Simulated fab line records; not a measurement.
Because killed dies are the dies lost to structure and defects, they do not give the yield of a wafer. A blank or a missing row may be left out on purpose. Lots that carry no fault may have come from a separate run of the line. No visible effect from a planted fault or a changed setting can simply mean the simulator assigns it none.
Which tool is to blame? | flow rit cmos | 14 lots with 42 wafers sampled at 3 steps, on a route of 202 steps

## WHAT THE GAUGES READ, wafer by wafer
RIT_SILICIDE_RS_MEAS_02: uses a four-point probe to measure.
lot  | measured    | on            | SILICIDE_TI_RS (ohm/sq)
L321 | day 3 07:02 | film metro-03 | 44.8 46.3 44.9
L323 | day 3 14:01 | film metro-01 | 45.1 45.4 46.3
L324 | day 4 01:29 | film metro-04 | 45.1 45.5 44.9
L325 | day 4 07:27 | film metro-04 | 46.1 46.8 45.5
L327 | day 4 14:43 | film metro-03 | 45.4 45.4 46.4
L326 | day 4 14:58 | film metro-04 | 45.7 45.7 45.8
L328 | day 4 22:28 | film metro-04 | 45.1 44.6 44.9
L329 | day 5 05:56 | film metro-01 | 45.0 45.5 45.1
L330 | day 5 08:38 | film metro-01 | 45.9 46.0 45.9
L331 | day 5 12:18 | film metro-01 | 46.0 46.1 45.8
L335 | day 6 05:43 | film metro-04 | 35.8 36.0 35.4
L336 | day 6 08:50 | film metro-01 | 45.8 46.0 45.5
L337 | day 6 15:36 | film metro-04 | 35.6 35.5 35.8
L344 | day 8 14:04 | film metro-01 | 44.8 45.0 45.3

RIT_SILICIDE_THK_MEAS_03: measures by xrf.
lot  | measured    | on            | SILICIDE_TI_THK (nm)
L321 | day 3 07:08 | film metro-03 | 31.7 30.7 31.5
L323 | day 3 14:07 | film metro-01 | 31.4 31.2 30.9
L324 | day 4 01:35 | film metro-04 | 31.2 30.8 31.2
L325 | day 4 07:34 | film metro-04 | 30.6 30.2 30.9
L327 | day 4 14:50 | film metro-03 | 31.0 31.0 30.6
L326 | day 4 15:04 | film metro-04 | 30.9 30.7 30.7
L328 | day 4 22:34 | film metro-04 | 31.1 31.4 31.2
L329 | day 5 06:03 | film metro-01 | 31.3 31.4 31.4
L330 | day 5 08:44 | film metro-01 | 31.0 30.9 30.9
L331 | day 5 12:25 | film metro-01 | 30.9 30.9 31.0
L335 | day 6 05:50 | film metro-04 | 37.5 37.3 37.8
L336 | day 6 08:56 | film metro-01 | 31.1 30.9 31.2
L337 | day 6 15:43 | film metro-04 | 37.5 37.7 37.3
L344 | day 8 14:11 | film metro-01 | 31.7 31.5 31.3

## WHAT TOOL EACH LOT RAN ON (gives the tool, then ch and the chambers of the sampled wafers, and finally the start)
lot  | RIT_SILICIDE_SPUTTER_01
L321 | pvd sputter-02, day 3 06:51
L323 | pvd sputter-02, day 3 13:49
L324 | pvd sputter-04, day 4 01:17
L325 | pvd sputter-01, day 4 07:18
L327 | pvd sputter-02, day 4 14:33
L326 | pvd sputter-01, day 4 14:47
L328 | pvd sputter-02, day 4 22:17
L329 | pvd sputter-04, day 5 05:47
L330 | pvd sputter-01, day 5 08:26
L331 | pvd sputter-02, day 5 12:09
L335 | pvd sputter-02, day 6 05:34
L336 | pvd sputter-04, day 6 08:40
L337 | pvd sputter-02, day 6 15:26
L344 | pvd sputter-04, day 8 13:55
- RIT_SILICIDE_SPUTTER_01: material Ti, target thk 30 nm, time 240 s.

## AS READ BY THE TOOLS THEMSELVES (means over the sampled wafers that have a number; for cases with no such wafer, the mark the record gives instead)
RIT_SILICIDE_SPUTTER_01.
lot  | tool           | throttle valve pct (%)
L321 | pvd sputter-02 | 29.9
L323 | pvd sputter-02 | 29.8
L324 | pvd sputter-04 | 30.4
L325 | pvd sputter-01 | 30.5
L327 | pvd sputter-02 | 30.0
L326 | pvd sputter-01 | 28.6
L328 | pvd sputter-02 | 30.7
L329 | pvd sputter-04 | 30.0
L330 | pvd sputter-01 | 30.2
L331 | pvd sputter-02 | 29.9
L335 | pvd sputter-02 | 30.0
L336 | pvd sputter-04 | 29.7
L337 | pvd sputter-02 | 30.4
L344 | pvd sputter-04 | 30.2

## THE ANSWER, worked out from the rows above alone
Rule: the usual values come from the lots themselves. The widest of any qualifying gaps counts: lots, ordered by their means at a reading, are off when they make up no more than a third of the lots, leave a main group of 4 or more, and stand apart from it by 3 or more times the standard deviation of that group's means. A main group whose means are all the same, to the digits that the tables above print for the reading, isn't used. Also off: a lot with no number at a reading for which 4 or more lots have one. Any other lot the step has rows for is counted as sound. First the gauges in route order, then the tools' own readings, where a lot's mean is used as printed above. At the first step where some lot is off, the reading lying furthest off is the one used; lots without a number count as furthest.
Off: L335, L337, at RIT_SILICIDE_RS_MEAS_02 (SILICIDE_TI_RS). Main group: mean 45.5 ohm/sq, sd 0.39.
If a tool, at a process step before that reading, ran all the lots that are off and no sound lot after the first of them, it fits. The gauges at RIT_SILICIDE_RS_MEAS_02 are tried like those tools. Can't be told from this: 2 tools fit, pvd sputter-02 at RIT_SILICIDE_SPUTTER_01, film metro-04 at RIT_SILICIDE_RS_MEAS_02.

## WHAT THE SIMULATOR PUT IN
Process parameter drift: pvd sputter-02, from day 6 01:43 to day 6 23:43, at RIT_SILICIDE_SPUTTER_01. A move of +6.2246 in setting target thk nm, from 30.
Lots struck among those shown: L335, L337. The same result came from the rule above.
